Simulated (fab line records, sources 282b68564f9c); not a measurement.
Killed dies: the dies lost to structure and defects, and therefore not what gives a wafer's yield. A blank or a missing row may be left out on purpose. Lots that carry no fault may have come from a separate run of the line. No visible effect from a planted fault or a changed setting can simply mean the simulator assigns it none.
Which tool did it? + flow rit-cmos + 13 lots with 39 wafers sampled at 2 steps, on a route of 202 steps

== WHAT THE GAUGES SHOWED, per wafer ==
RIT_M1_CD_MEAS_09: the cd target is 2600 nm. Usual: 2601.0 nm for cd-nm, sd 2.7.
| lot  | measured    | on        | cd-nm (nm)           | flag |
|------|-------------|-----------|----------------------|------|
| L321 | day 3 10:59 | cd-sem-01 | 2602.9 2600.5 2601.5 |      |
| L322 | day 3 18:37 | cd-sem-02 | 2596.5 2597.0 2599.0 |      |
| L324 | day 4 01:19 | cd-sem-01 | 2748.9 2749.4 2749.2 | OFF  |
| L325 | day 4 14:49 | cd-sem-01 | 2599.3 2600.3 2600.7 |      |
| L326 | day 4 19:51 | cd-sem-01 | 2602.2 2600.7 2600.5 |      |
| L328 | day 4 23:24 | cd-sem-02 | 2601.5 2600.8 2600.5 |      |
| L335 | day 6 09:04 | cd-sem-02 | 2600.3 2601.3 2603.3 |      |
| L336 | day 6 13:59 | cd-sem-02 | 2600.1 2600.4 2597.7 |      |
| L340 | day 7 12:41 | cd-sem-01 | 2603.9 2602.7 2601.6 |      |
| L341 | day 7 18:10 | cd-sem-01 | 2600.9 2602.8 2601.6 |      |
| L342 | day 8 03:37 | cd-sem-02 | 2603.3 2603.0 2603.4 |      |
| L343 | day 8 07:40 | cd-sem-02 | 2596.3 2597.3 2595.5 |      |
| L344 | day 8 11:23 | cd-sem-01 | 2605.4 2604.2 2601.9 |      |

== TOOL THAT RAN EACH LOT (tool first, then ch and the chambers of the sampled wafers, then the start) ==
| lot  | RIT_M1_EXPOSE_06                   |
|------|------------------------------------|
| L321 | iline-stepper-01 ch 0, day 3 10:34 |
| L322 | iline-stepper-01 ch 0, day 3 18:11 |
| L324 | iline-stepper-01 ch 0, day 4 00:53 |
| L325 | iline-stepper-02 ch 0, day 4 14:23 |
| L326 | iline-stepper-02 ch 0, day 4 19:25 |
| L328 | iline-stepper-01 ch 0, day 4 22:58 |
| L335 | iline-stepper-01 ch 0, day 6 08:38 |
| L336 | iline-stepper-01 ch 0, day 6 13:33 |
| L340 | iline-stepper-01 ch 0, day 7 12:15 |
| L341 | iline-stepper-02 ch 0, day 7 17:44 |
| L342 | iline-stepper-01 ch 0, day 8 03:11 |
| L343 | iline-stepper-02 ch 0, day 8 07:14 |
| L344 | iline-stepper-01 ch 0, day 8 10:45 |
- RIT_M1_EXPOSE_06: exposes mask M12, target cd 2600 nm.

== AS READ BY THE TOOLS THEMSELVES (means over the sampled wafers that have a number; for cases with no such wafer, the mark the record gives instead) ==
The record holds no such reading with a usual standard deviation.

== THE ANSWER, worked out from the rows above alone ==
Rule: a lot counts as off when the mean over its wafers that have a number is more than 3 standard deviations away from the usual mean. Also off: a lot with no number at a reading for which 4 or more lots have one. All remaining lots with rows at the step are treated as sound. After the gauges, taken in route order, come the tools' own readings; for these a lot's mean is taken, as printed above. The first step at which some lot is off is used, and at that step the reading that is off furthest; a lot without a number counts as furthest.
Off at RIT_M1_CD_MEAS_09 (cd-nm): L324.
A tool fits if, at a process step before that reading, it ran every lot that is off, and no sound lot after the first of them. The gauges at RIT_M1_CD_MEAS_09 are tried like those tools. Of those tried, none fits.

== WHAT WAS PUT IN BY THE SIMULATOR ==
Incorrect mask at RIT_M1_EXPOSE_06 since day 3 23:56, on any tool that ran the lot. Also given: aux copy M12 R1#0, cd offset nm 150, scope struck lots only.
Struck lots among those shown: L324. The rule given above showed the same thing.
